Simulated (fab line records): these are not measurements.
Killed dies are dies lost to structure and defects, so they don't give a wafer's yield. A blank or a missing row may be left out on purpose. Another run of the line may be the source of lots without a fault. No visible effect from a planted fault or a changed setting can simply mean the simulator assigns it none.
Which tool was responsible? ; flow berkeleyCmos170 ; Sampling: 14 lots, 42 wafers, 5 of 331 route steps

WHAT EACH GAUGE READ, for each wafer
UCB170_NLDD_CD_MEAS_06 targets a cd of 1200 nm.
lot;measured;on;cdNm (nm)
L319;day 8 05:55;cdSem-02;1195.5 1197.0 1195.9
L316;day 8 06:32;cdSem-02;1200.0 1199.3 1198.5
L317;day 8 07:22;cdSem-02;1198.3 1198.7 1198.3
L318;day 8 07:38;cdSem-02;1199.5 1199.4 1199.5
L322;day 8 18:55;cdSem-02;1201.3 1201.0 1200.0
L321;day 8 19:02;cdSem-02;1199.8 1201.3 1199.3
L320;day 8 19:14;cdSem-02;1201.8 1201.0 1200.9
L323;day 9 14:31;cdSem-02;1202.2 1201.7 1201.0
L324;day 9 14:37;cdSem-02;1201.1 1201.2 1201.7
L328;day 10 03:22;cdSem-02;1204.1 1205.9 1203.8
L326;day 10 04:44;cdSem-01;1200.9 1200.5 1200.1
L329;day 10 18:14;cdSem-01;1200.4 1198.9 1198.8
L333;day 11 10:20;cdSem-01;1200.5 1200.7 1201.8
L337;day 12 06:33;cdSem-01;1200.0 1199.6 1200.7

UCB170_SDANNEAL_RS_MEAS_05: a four-point-probe measurement.
lot;measured;on;NLDD_RS (ohm/sq)
L319;day 8 20:38;filmMetro-04;616.3 616.5 615.4
L316;day 8 20:07;filmMetro-02;616.4 615.8 615.7
L317;day 8 20:39;filmMetro-02;614.5 615.3 614.6
L318;day 8 21:11;filmMetro-02;614.8 615.8 614.4
L322;day 9 10:01;filmMetro-03;615.1 615.8 615.0
L321;day 9 08:58;filmMetro-03;619.0 618.9 618.1
L320;day 9 09:38;filmMetro-04;616.7 616.6 617.5
L323;day 10 03:10;filmMetro-03;618.3 618.4 617.8
L324;day 10 03:26;filmMetro-02;614.1 614.2 614.0
L328;day 10 20:49;filmMetro-02;617.4 619.3 617.6
L326;day 10 20:11;filmMetro-03;614.9 614.3 613.2
L329;day 11 06:18;filmMetro-04;630.9 633.3 630.7
L333;day 12 01:19;filmMetro-03;628.3 628.7 628.6
L337;day 12 19:05;filmMetro-02;616.3 616.7 616.3

TOOL THAT RAN EACH LOT (tool first, then ch and the chambers of the sampled wafers, then the start)
lot;UCB170_NLDD_IMPLANT_09;UCB170_BACKSIDE_STRIP_03;UCB170_SDANNEAL_RTA_00
L319;implanter-02 ch 0, day 8 06:13;plasmaAsher-04 ch 0,1, day 8 19:35;rtpAnneal-01 ch 0, day 8 20:09
L316;implanter-01 ch 0, day 8 06:50;plasmaAsher-03 ch 0,1, day 8 19:14;rtpAnneal-02 ch 0, day 8 19:37
L317;implanter-02 ch 0, day 8 07:41;plasmaAsher-01 ch 0, day 8 19:41;rtpAnneal-02 ch 0, day 8 20:10
L318;implanter-03 ch 0, day 8 07:58;plasmaAsher-03 ch 0, day 8 20:08;rtpAnneal-02 ch 0, day 8 20:42
L322;implanter-02 ch 0, day 8 19:13;plasmaAsher-01 ch 0,1, day 9 09:15;rtpAnneal-02 ch 0, day 9 09:31
L321;implanter-01 ch 0, day 8 19:20;plasmaAsher-01 ch 0,1, day 9 08:13;rtpAnneal-01 ch 0, day 9 08:29
L320;implanter-03 ch 0, day 8 19:33;plasmaAsher-01 ch 0,1, day 9 08:51;rtpAnneal-02 ch 0, day 9 09:08
L323;implanter-01 ch 0, day 9 14:50;plasmaAsher-01 ch 0,1, day 10 02:22;rtpAnneal-02 ch 0, day 10 02:40
L324;implanter-03 ch 0, day 9 14:56;plasmaAsher-03 ch 0,1, day 10 02:39;rtpAnneal-01 ch 0, day 10 02:56
L328;implanter-01 ch 0, day 10 03:40;plasmaAsher-03 ch 0,1, day 10 19:52;rtpAnneal-01 ch 0, day 10 20:19
L326;implanter-01 ch 0, day 10 05:04;plasmaAsher-04 ch 0, day 10 19:25;rtpAnneal-01 ch 0, day 10 19:42
L329;implanter-02 ch 0, day 10 18:32;plasmaAsher-03 ch 0,1, day 11 04:53;rtpAnneal-02 ch 0, day 11 05:49
L333;implanter-02 ch 0, day 11 10:39;plasmaAsher-01 ch 0,1, day 12 00:31;rtpAnneal-02 ch 0, day 12 00:49
L337;implanter-03 ch 0, day 12 06:52;plasmaAsher-03 ch 0,1, day 12 17:29;rtpAnneal-02 ch 0, day 12 18:14
- UCB170_NLDD_IMPLANT_09
- UCB170_BACKSIDE_STRIP_03: strips in O2.
- UCB170_SDANNEAL_RTA_00: time 10 s.

AS READ BY THE TOOLS THEMSELVES (means over the sampled wafers that have a number; for cases with no such wafer, the mark the record gives instead)
UCB170_NLDD_IMPLANT_09.
lot;tool;faradayCurrentUA
L319;implanter-02;161
L316;implanter-01;157
L317;implanter-02;161
L318;implanter-03;159
L322;implanter-02;159
L321;implanter-01;160
L320;implanter-03;159
L323;implanter-01;161
L324;implanter-03;157
L328;implanter-01;156
L326;implanter-01;157
L329;implanter-02;157
L333;implanter-02;158
L337;implanter-03;159

UCB170_BACKSIDE_STRIP_03.
lot;tool;drypumpMotorCurrentA (A);oesProductAu (a.u.);stripTimeToEndpointS (s)
L319;plasmaAsher-04;5.12;0.730;21.84
L316;plasmaAsher-03;5.73;0.736;21.97
L317;plasmaAsher-01;5.20;0.739;21.96
L318;plasmaAsher-03;5.62;0.734;21.99
L322;plasmaAsher-01;5.32;0.733;21.96
L321;plasmaAsher-01;5.46;0.737;22.00
L320;plasmaAsher-01;5.30;0.735;21.94
L323;plasmaAsher-01;5.29;0.734;21.96
L324;plasmaAsher-03;5.73;0.734;21.90
L328;plasmaAsher-03;5.76;0.733;21.92
L326;plasmaAsher-04;5.36;0.736;21.96
L329;plasmaAsher-03;5.69;0.738;22.00
L333;plasmaAsher-01;5.45;0.729;21.87
L337;plasmaAsher-03;5.68;0.735;22.04

UCB170_SDANNEAL_RTA_00.
lot;tool;chamberO2Ppm;lampPowerPct (%);wafer_temp_C_max
L319;rtpAnneal-01;1.980;21.7;904.2
L316;rtpAnneal-02;2.005;23.3;904.6
L317;rtpAnneal-02;1.987;23.3;906.1
L318;rtpAnneal-02;1.979;23.3;905.1
L322;rtpAnneal-02;1.985;23.3;905.1
L321;rtpAnneal-01;2.012;21.7;904.9
L320;rtpAnneal-02;2.002;23.3;904.1
L323;rtpAnneal-02;1.990;23.3;904.8
L324;rtpAnneal-01;2.013;21.7;904.4
L328;rtpAnneal-01;2.026;21.7;904.7
L326;rtpAnneal-01;1.987;21.7;904.5
L329;rtpAnneal-02;2.005;23.3;904.5
L333;rtpAnneal-02;2.013;23.3;905.4
L337;rtpAnneal-02;2.000;23.3;904.1

THE ANSWER, worked out from the rows above alone
Rule: what is usual is taken from the lots themselves. The widest of any qualifying gaps counts: lots, ordered by their means at a reading, are off when they make up no more than a third of the lots, leave a main group of 4 or more, and stand apart from it by 3 or more times the standard deviation of that group's means. Not used: any main group whose means are identical at the precision the tables above print for the reading. A lot without any number at a reading at which 4 lots or more have one is off too. All remaining lots with rows at the step are treated as sound. First the gauges in route order, then the tools' own readings, where a lot's mean is used as printed above. At the first step where some lot is off, the reading lying furthest off is the one used; lots without a number count as furthest.
Off: L329, L333, seen at UCB170_SDANNEAL_RS_MEAS_05 (NLDD_RS). Mean 616.1 ohm/sq and standard deviation 1.5 in the main group.
A tool fits if, at a process step before that reading, it ran every lot that is off, and no sound lot after the first of them. The gauges at UCB170_SDANNEAL_RS_MEAS_05 are tried like those tools. One fits: UCB170_NLDD_IMPLANT_09 on implanter-02. A fault onset in the window from L322 (day 8 19:13, its last sound lot) to L329 (day 10 18:32, its first lot off) fits.

WHAT THE SIMULATOR HAD PUT IN
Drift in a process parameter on implanter-02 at UCB170_NLDD_IMPLANT_09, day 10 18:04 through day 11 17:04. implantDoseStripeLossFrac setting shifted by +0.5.
Struck lots among those shown: L329, L333. The same result came from the rule above.
